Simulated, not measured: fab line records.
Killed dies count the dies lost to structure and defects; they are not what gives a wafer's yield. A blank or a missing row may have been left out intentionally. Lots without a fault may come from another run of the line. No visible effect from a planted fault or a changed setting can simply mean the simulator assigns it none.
One fault seen from 2 desks	flow berkeley_cmos170	every desk sees just its own numbers, and what lay behind them comes last

FOR THE TOOL OWNER'S DESK: implanter-03
The tool's own readings at UCB170_PFIELD_IMPLANT_07: means of the sampled wafers that have a number, for each lot that ran on this tool. The brackets show how far a lot's mean lies from the usual mean; more than 4 standard deviations puts the lot out of limits, marked OUT.
Columns: A = dose_ions_cm2 at UCB170_PFIELD_IMPLANT_07, usual 2.0001e+13; B = end_station_pressure_torr at UCB170_PFIELD_IMPLANT_07, usual 5.03e-06 Torr; C = faraday_current_uA at UCB170_PFIELD_IMPLANT_07, usual 63.4
lot	first seen here	A	B	C
L709	day 5 22:38	2.2024e+13 (+99 or more) OUT	4.99e-06	69.3 (+4.9) OUT
L716	day 6 06:09	2.1979e+13 (+99) OUT	5.22e-06	70.6 (+6.0) OUT
Finding of this desk: L709, L716 out of limits; the first was L709 at day 5 22:38, on dose_ions_cm2 at UCB170_PFIELD_IMPLANT_07. In limits: none.

FROM THE METROLOGY DESK
What the gauges read for every lot (on any tool): the sampled wafers with a number, averaged. The brackets show how far a lot's mean lies from the usual mean; more than 4 standard deviations puts the lot out of limits, marked OUT.
Columns: A = NWELL_OVL at UCB170_NWELL_OVL_MEAS_12, usual 3 nm; B = PFIELD_TW at UCB170_PFIELD_TW_MEAS_09, usual 606
lot	first seen here	A	B
L705	day 2 07:21	-4	612
L706	day 2 12:04	2	595
L709	day 3 12:31	6	624
L712	day 3 19:51	1	607
L716	day 4 07:16	-6	632
L717	day 4 15:25	10	598
L718	day 4 18:11	2	616
L719	day 5 03:05	2	609
L722	day 5 16:47	6	613
L723	day 5 21:44	9	597
L725	day 6 06:11	8	603
L726	day 6 09:08	2	608
L727	day 6 19:48	4	599
L728	day 6 21:44	3	597
Result from this desk: across the 14 lots, nothing is out of limits.

PUT TOGETHER
On L709, L716, at day 5 22:38, an alarm was possible from the tool owner's desk.
The metrology desk saw nothing out of limits.
The metrology desk has L709, L716 on record, within its limits.
The lots listed all ran UCB170_PFIELD_IMPLANT_07 on implanter-03.

WHAT THE SIMULATOR PUT IN
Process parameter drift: implanter-03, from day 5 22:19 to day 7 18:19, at UCB170_PFIELD_IMPLANT_07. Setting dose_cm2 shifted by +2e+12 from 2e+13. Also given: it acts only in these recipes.
Struck lots among those shown: L709, L716.
Each desk's first reading out of limits, in hours after the fault started: the tool owner's desk, 0.
